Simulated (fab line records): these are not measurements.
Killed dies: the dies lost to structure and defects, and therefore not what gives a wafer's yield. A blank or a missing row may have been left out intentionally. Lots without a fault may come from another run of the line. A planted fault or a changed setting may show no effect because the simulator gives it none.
What tool caused it? ; flow berkeleyCmos170 ; 12 lots, 36 wafers sampled, at 6 steps of a route of 331

== WHAT THE GAUGES SHOWED, per wafer ==
UCB170_NWELL_THK_MEAS_05.
lot;measured;on;NWELL_NITRIDE_THK (nm)
L492;day 2 06:30;filmMetro-02;224.5 222.6 221.9
L494;day 2 14:45;filmMetro-02;220.1 224.4 223.5
L493;day 2 14:46;filmMetro-01;221.3 221.4 217.8
L495;day 2 22:11;filmMetro-02;224.7 225.6 223.5
L505;day 5 05:22;filmMetro-02;221.2 222.8 222.1
L504;day 5 05:23;filmMetro-01;221.6 220.9 221.1
L506;day 5 15:03;filmMetro-04;220.1 221.2 218.9
L508;day 5 21:11;filmMetro-04;221.3 221.9 223.3
L507;day 5 21:11;filmMetro-02;223.2 221.7 222.6
L514;day 7 02:51;filmMetro-02;223.8 222.8 225.1
L513;day 7 02:52;filmMetro-01;223.6 224.7 224.9
L515;day 7 08:32;filmMetro-02;224.5 226.1 225.5

UCB170_PWELL_THK_MEAS_03.
lot;measured;on;PWELL_OXIDE_THK (nm)
L492;day 2 19:00;filmMetro-04;26.4 26.5 26.6
L494;day 3 03:46;filmMetro-03;25.9 25.2 25.6
L493;day 3 03:47;filmMetro-01;26.2 26.1 26.2
L495;day 3 09:23;filmMetro-01;26.2 26.1 26.1
L505;day 5 17:18;filmMetro-04;26.6 26.3 25.7
L504;day 5 17:19;filmMetro-03;25.9 25.2 25.7
L506;day 6 06:15;filmMetro-03;26.0 25.9 26.2
L508;day 6 06:19;filmMetro-03;26.1 26.2 25.7
L507;day 6 06:20;filmMetro-01;26.7 26.3 26.0
L514;day 7 15:14;filmMetro-04;26.7 26.0 26.8
L513;day 7 15:14;filmMetro-03;26.3 25.9 26.6
L515;day 7 19:50;filmMetro-04;27.0 26.3 26.7

UCB170_PWELL_THK_MEAS_06.
lot;measured;on;PWELL_NITRIDE_THK (nm)
L492;day 3 03:14;filmMetro-04;218.0 217.5 218.0
L494;day 3 09:56;filmMetro-01;221.7 223.1 220.7
L493;day 3 09:56;filmMetro-03;219.5 217.1 217.8
L495;day 3 16:53;filmMetro-01;217.6 219.2 218.5
L505;day 6 00:44;filmMetro-03;149.1 147.4 146.3 149.1 147.4 146.2
L504;day 6 00:45;filmMetro-04;145.9 146.0 142.6 145.8 146.1 142.8
L506;day 6 13:06;filmMetro-03;216.9 216.7 216.9
L508;day 6 13:06;filmMetro-01;220.0 219.9 218.6
L507;day 6 13:07;filmMetro-04;218.0 217.6 217.7
L514;day 7 23:49;filmMetro-01;219.5 217.7 219.4
L513;day 7 23:46;filmMetro-03;218.6 218.8 219.3
L515;day 7 23:46;filmMetro-04;217.6 217.2 217.6

UCB170_ACTIVE_OVL_MEAS_14.
lot;measured;on;ACTIVE_OVL (nm)
L492;day 4 14:19;overlay-01;-7 0 -1
L494;day 5 00:37;overlay-02;4 8 5
L493;day 5 00:31;overlay-01;-6 2 -5
L495;day 5 09:07;overlay-02;6 -4 -2
L505;day 7 17:04;overlay-01;-7 2 -5
L504;day 7 17:03;overlay-02;7 17 11
L506;day 8 02:47;overlay-01;-5 -9 -4
L508;day 8 03:05;overlay-02;-3 -2 2
L507;day 8 03:16;overlay-01;-4 1 4
L514;day 9 08:33;overlay-01;-7 -14 -11
L513;day 9 08:58;overlay-02;5 0 0
L515;day 9 08:40;overlay-02;5 0 0

== EACH LOT AND THE TOOL THAT RAN IT (in order: tool; ch and the chambers of the sampled wafers; start) ==
lot;UCB170_PWELL_CVD_05;UCB170_PWELL_ETCH_14
L492;lpcvd-01 ch 1, day 3 01:19;rieDiel-03 ch 0,1,3, day 3 04:37
L494;lpcvd-02 ch 0, day 3 08:01;rieDiel-03 ch 0,1, day 3 11:09
L493;lpcvd-02 ch 0, day 3 08:01;rieDiel-01 ch 0,2,3, day 3 10:55
L495;lpcvd-02 ch 0, day 3 14:58;rieDiel-01 ch 1,3, day 3 18:55
L505;lpcvd-01 ch 1, day 5 22:49;rieDiel-03 ch 0,2, day 6 06:20
L504;lpcvd-01 ch 0, day 5 22:49;rieDiel-04 ch 1,2,3, day 6 03:49
L506;lpcvd-02 ch 0, day 6 11:11;rieDiel-01 ch 0,3, day 6 14:18
L508;lpcvd-02 ch 0, day 6 11:11;rieDiel-01 ch 0,1,3, day 6 15:02
L507;lpcvd-02 ch 1, day 6 11:11;rieDiel-03 ch 0,1,3, day 6 14:49
L514;lpcvd-02 ch 0, day 7 21:51;rieDiel-04 ch 0,1,2, day 8 01:37
L513;lpcvd-02 ch 1, day 7 21:51;rieDiel-04 ch 0,3, day 8 01:02
L515;lpcvd-02 ch 0, day 7 21:51;rieDiel-01 ch 0,2,3, day 8 01:05
- UCB170_PWELL_CVD_05: deposits Si3N4 from SiH2Cl2/NH3, target thk 220 nm, time 3300 s.
- UCB170_PWELL_ETCH_14: etches Si3N4 in CH3F/Ar/O2, stops on SiO2, target depth 242 nm, time 151 s.

== AS READ BY THE TOOLS THEMSELVES (means over the sampled wafers that have a number; for cases with no such wafer, the mark the record gives instead) ==
UCB170_PWELL_CVD_05.
lot;tool;spikeTcCentreC (C);spikeTcLoadC (C);spikeTcSourceC (C);susceptorTempC (C);zonePowerCentrePct (%)
L492;lpcvd-01;802.9;823.8;820.6;800.1;40.1
L494;lpcvd-02;803.2;821.9;821.6;800.3;35.2
L493;lpcvd-02;804.3;823.2;822.2;799.5;35.2
L495;lpcvd-02;803.6;824.4;821.8;799.8;34.8
L505;lpcvd-01;781.4;801.3;801.2;778.8;39.0
L504;lpcvd-01;782.0;803.1;798.9;778.7;37.9
L506;lpcvd-02;803.4;823.5;821.3;800.4;35.0
L508;lpcvd-02;803.4;823.9;821.7;800.2;35.0
L507;lpcvd-02;803.2;826.3;820.3;799.5;35.2
L514;lpcvd-02;803.2;822.3;821.1;800.9;35.1
L513;lpcvd-02;803.4;825.2;821.0;800.1;35.5
L515;lpcvd-02;802.4;823.3;821.0;800.2;35.4

UCB170_PWELL_ETCH_14.
lot;tool;drypumpMotorCurrentA (A);oesProductAu (a.u.);throttleValvePct (%)
L492;rieDiel-03;5.5;0.937;8.01
L494;rieDiel-03;5.6;0.935;7.92
L493;rieDiel-01;5.9;0.934;8.11
L495;rieDiel-01;5.6;0.944;8.18
L505;rieDiel-03;5.4;0.758;8.07
L504;rieDiel-04;6.1;0.745;8.01
L506;rieDiel-01;6.2;0.936;8.12
L508;rieDiel-01;6.0;0.955;8.19
L507;rieDiel-03;5.5;0.940;8.01
L514;rieDiel-04;5.9;0.938;7.91
L513;rieDiel-04;5.4;0.949;7.94
L515;rieDiel-01;5.9;0.925;8.12

== THE ANSWER, worked out from the rows above alone ==
Rule: usual is defined by the lots themselves. The widest of any qualifying gaps counts: lots, ordered by their means at a reading, are off when they make up no more than a third of the lots, leave a main group of 4 or more, and stand apart from it by 3 or more times the standard deviation of that group's means. A main group is skipped when, at the precision printed for the reading in the tables above, its means are all equal. Also off: a lot with no number at a reading for which 4 or more lots have one. All remaining lots with rows at the step are treated as sound. First the gauges in route order, then the tools' own readings, where a lot's mean is used as printed above. The first step at which some lot is off is used, and at that step the reading that is off furthest; a lot without a number counts as furthest.
Off: L505, L504, at UCB170_PWELL_THK_MEAS_06 (PWELL_NITRIDE_THK). The main group has a mean of 218.6 nm with a standard deviation of 1.3.
If a tool, at a process step before that reading, ran all the lots that are off and no sound lot after the first of them, it fits. Not tried: the gauges at UCB170_PWELL_THK_MEAS_06; whatever is off there is also off at UCB170_PWELL_CVD_05, on other tools, and gauge error can't account for it. One fits: UCB170_PWELL_CVD_05 on lpcvd-01. A fault onset in the window from L492 (day 3 01:19, its last sound lot) to L504 (day 5 22:49, its first lot off) fits.
The tool's own readings at UCB170_PWELL_CVD_05 bear it out: on the lots that are off they differ by more than 5 times the standard deviation of the sound lots' means. spikeTcCentreC reads 781.7 C there against 803.3 C on the sound lots; spikeTcLoadC reads 802.2 C there against 823.8 C on the sound lots; spikeTcSourceC reads 800.0 C there against 821.3 C on the sound lots; susceptorTempC reads 778.8 C there against 800.1 C on the sound lots.

== WHAT HAD BEEN PUT IN BY THE SIMULATOR ==
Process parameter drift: lpcvd-01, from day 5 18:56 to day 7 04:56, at UCB170_PWELL_CVD_05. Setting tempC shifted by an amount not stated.
Struck lots among those shown: L505, L504. The rule above found the same.
